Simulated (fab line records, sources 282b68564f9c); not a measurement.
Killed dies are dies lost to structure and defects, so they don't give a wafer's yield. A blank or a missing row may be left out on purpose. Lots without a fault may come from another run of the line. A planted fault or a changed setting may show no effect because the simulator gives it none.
Which tool did it? | flow rit_cmos | 14 lots, 42 wafers sampled, at 1 step of a route of 202

WHAT THE GAUGES READ, wafer by wafer
The record holds no reading of a measuring or inspecting step that can be judged against a usual standard deviation.

WHICH TOOL RAN EACH LOT (tool, then ch and the chambers of the sampled wafers, then the start)
lot  | RIT_PSD_SOFTBAKE_02
L557 | litho_track-04 ch 0, day 3 06:46
L558 | litho_track-03 ch 0, day 3 08:07
L559 | litho_track-04 ch 0, day 3 14:47
L560 | litho_track-03 ch 0, day 3 17:10
L561 | litho_track-03 ch 0, day 4 00:02
L562 | litho_track-04 ch 0, day 4 05:47
L564 | litho_track-04 ch 0, day 4 17:58
L565 | litho_track-02 ch 0, day 5 00:37
L566 | litho_track-03 ch 0, day 5 03:16
L567 | litho_track-04 ch 0, day 5 06:20
L573 | litho_track-03 ch 0, day 6 13:12
L574 | litho_track-03 ch 0, day 6 16:49
L578 | litho_track-02 ch 0, day 7 14:05
L579 | litho_track-02 ch 0, day 8 05:17
- RIT_PSD_SOFTBAKE_02: time 60 s.

WHAT THE TOOLS THEMSELVES READ (means of the sampled wafers that have a number; where no wafer has one, the mark that the record gives instead)
RIT_PSD_SOFTBAKE_02. Usual: chill_plate_temp_C 23.01 C, standard deviation 0.11; heater_power_total_W 34.56 W, standard deviation 0.051; run_length_s 89.12 s, standard deviation 0.28.
lot  | tool           | chill_plate_temp_C (C) | heater_power_total_W (W) | run_length_s (s) | flag
L557 | litho_track-04 | 23.09                  | 34.57                    | 88.84            |
L558 | litho_track-03 | 23.07                  | 34.57                    | 89.37            |
L559 | litho_track-04 | 23.10                  | 34.57                    | 88.67            |
L560 | litho_track-03 | 23.01                  | 34.56                    | 89.18            |
L561 | litho_track-03 | 23.09                  | 34.57                    | 89.41            |
L562 | litho_track-04 | 22.99                  | 34.57                    | 88.67            |
L564 | litho_track-04 | 22.97                  | 34.52                    | 88.76            |
L565 | litho_track-02 | 23.06                  | 34.59                    | 89.31            |
L566 | litho_track-03 | 23.17                  | 34.58                    | 89.30            |
L567 | litho_track-04 | 22.90                  | 34.55                    | 88.77            |
L573 | litho_track-03 | 22.95                  | 34.97                    | 86.76            | OFF
L574 | litho_track-03 | 23.05                  | 34.92                    | 86.75            | OFF
L578 | litho_track-02 | 23.08                  | 34.49                    | 89.28            |
L579 | litho_track-02 | 23.03                  | 34.62                    | 89.38            |

THE ANSWER, worked out from the rows above alone
Rule: a lot is off if the mean of its wafers that have a number lies more than 3 standard deviations from the usual mean. A lot without any number at a reading at which 4 lots or more have one is off too. The other lots that the step has rows for count as sound. The gauges are gone through in route order, then the tools' own readings, and for those a lot's mean is taken as printed above. The first step at which some lot is off is used, and at that step the reading that is off furthest; a lot without a number counts as furthest.
Off: L573, L574, at RIT_PSD_SOFTBAKE_02 (run_length_s).
A tool fits if, at that step or a process step before it, it ran every lot that is off, and no sound lot after the first of them. One fits: litho_track-03 at RIT_PSD_SOFTBAKE_02. Its last sound lot is L566 (day 5 03:16), its first lot that is off L573 (day 6 13:12): a fault that began between those two fits.
The tool's own readings at RIT_PSD_SOFTBAKE_02 bear it out: on the lots that are off they differ by more than 5 times the standard deviation of the sound lots' means. heater_power_total_W reads 34.95 W there against 34.56 W on the sound lots; run_length_s reads 86.75 s there against 89.08 s on the sound lots.

WHAT THE SIMULATOR HAD PUT IN
Process parameter drift: litho_track-03, from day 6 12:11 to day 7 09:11, at RIT_PSD_SOFTBAKE_02. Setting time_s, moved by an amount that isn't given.
Lots struck among those shown: L573, L574. The rule above found the same.
